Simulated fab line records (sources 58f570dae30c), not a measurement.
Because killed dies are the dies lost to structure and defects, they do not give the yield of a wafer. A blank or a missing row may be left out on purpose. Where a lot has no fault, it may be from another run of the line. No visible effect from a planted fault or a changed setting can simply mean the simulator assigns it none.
Comparing a struck lot with a sound one || flow berkeley cmos170 || 15 steps out of a route of 331
Sound: the wafers L324.2, L324.3, L324.6. The struck wafers were L332.4, L332.5, L332.6. Last of all comes the cause.
Order at every step that has rows: each side's tool, ch and its chambers, its first start. Under that, the readings that differ: sound wafers || struck wafers || difference of the means || sigmas: that difference in standard deviations of wafers without a fault.
alike: readings with means less than 2 such deviations apart, plus words and numbers identical on both sides. not compared: withheld readings, readings lacking a value on some wafer, bounds such as >300 that could conceal the same value, and numbers that have no deviation in the record and whose values overlap.
Wherever a step has rows on one side only, a row that says differs or no value, or a row with sigmas, the two part there. Numbers that have no deviation but don't overlap get no sigmas and don't part them. Lack of a reading on every wafer of one side parts them only where that side has two or more wafers.

UCB170_GATE_STRIP_16: strips in O2.
  sound on plasma asher-01 ch 0,1, day 8 00:42; struck on plasma asher-01 ch 0,1, day 10 02:02
  alike: drypump motor current A, oes product au
  not compared: rf hours counter h
UCB170_GATE_CD_MEAS_90: target cd 350 nm.
  sound on cd sem-01 at day 8 00:50; struck on cd sem-02 at day 10 02:09
  alike: cd nm
then, 7 steps without rows for these wafers: UCB170_GATE_CLEAN_17 (cleans in SPM, time 600 s); UCB170_PLDD_HMDS_00 (prime time 60 s); UCB170_PLDD_COAT_01 (resist thk 900 nm); UCB170_PLDD_SOFTBAKE_02 (time 60 s); UCB170_PLDD_EXPOSE_03 (exposes mask PSELECT, target cd 1200 nm); UCB170_PLDD_PEB_04; UCB170_PLDD_DEVELOP_05 (develop time 45 s).
UCB170_PLDD_CD_MEAS_06: target cd 1200 nm.
  sound on cd sem-02 at day 8 03:07; struck on cd sem-01 at day 10 05:17
  alike: cd nm
UCB170_PLDD_OVL_MEAS_07:
  sound on overlay-01 at day 8 03:13; struck on overlay-02 at day 10 05:22
  alike: PLDD_OVL
following that, these wafers have no rows for 1 step: UCB170_PLDD_IMPLANT_08.
UCB170_PLDD_IMPLANT_09:
  sound on implanter-04 ch 0, day 8 03:26; struck on implanter-03 ch 0, day 10 05:37
{"reading": "beam energy keV", "sound": "9.9997 9.9964 9.9958", "struck": "9.7867 9.7832 9.7832", "difference": -0.2129, "sigmas": -79}
{"reading": "model.implant.drp nm (nm)", "sound": "6.005 6.005 6.005", "struck": "5.914 5.914 5.914", "difference": -0.091, "sigmas": ""}
UCB170_PLDD_STRIP_10: strips in O2.
  sound on plasma asher-02 ch 0, day 8 03:33; struck on plasma asher-02 ch 0,1, day 10 05:43
{"reading": "drypump motor current A (A)", "sound": "6.4 6.5 6.5", "struck": "4.7 6.4 4.7", "difference": -1.2, "sigmas": -2}
  alike: oes product au, strip time to endpoint s
  not compared: rf hours counter h
following that, these wafers have no rows for 1 step: UCB170_M3_PROBE_99.

## WHERE THEY PART
At UCB170_PLDD_IMPLANT_09 first; at UCB170_PLDD_STRIP_10 last (within this record only).

WHY: the cause the simulator had injected
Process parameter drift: implanter-03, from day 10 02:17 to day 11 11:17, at UCB170_PLDD_IMPLANT_09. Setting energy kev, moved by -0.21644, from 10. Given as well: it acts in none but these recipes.
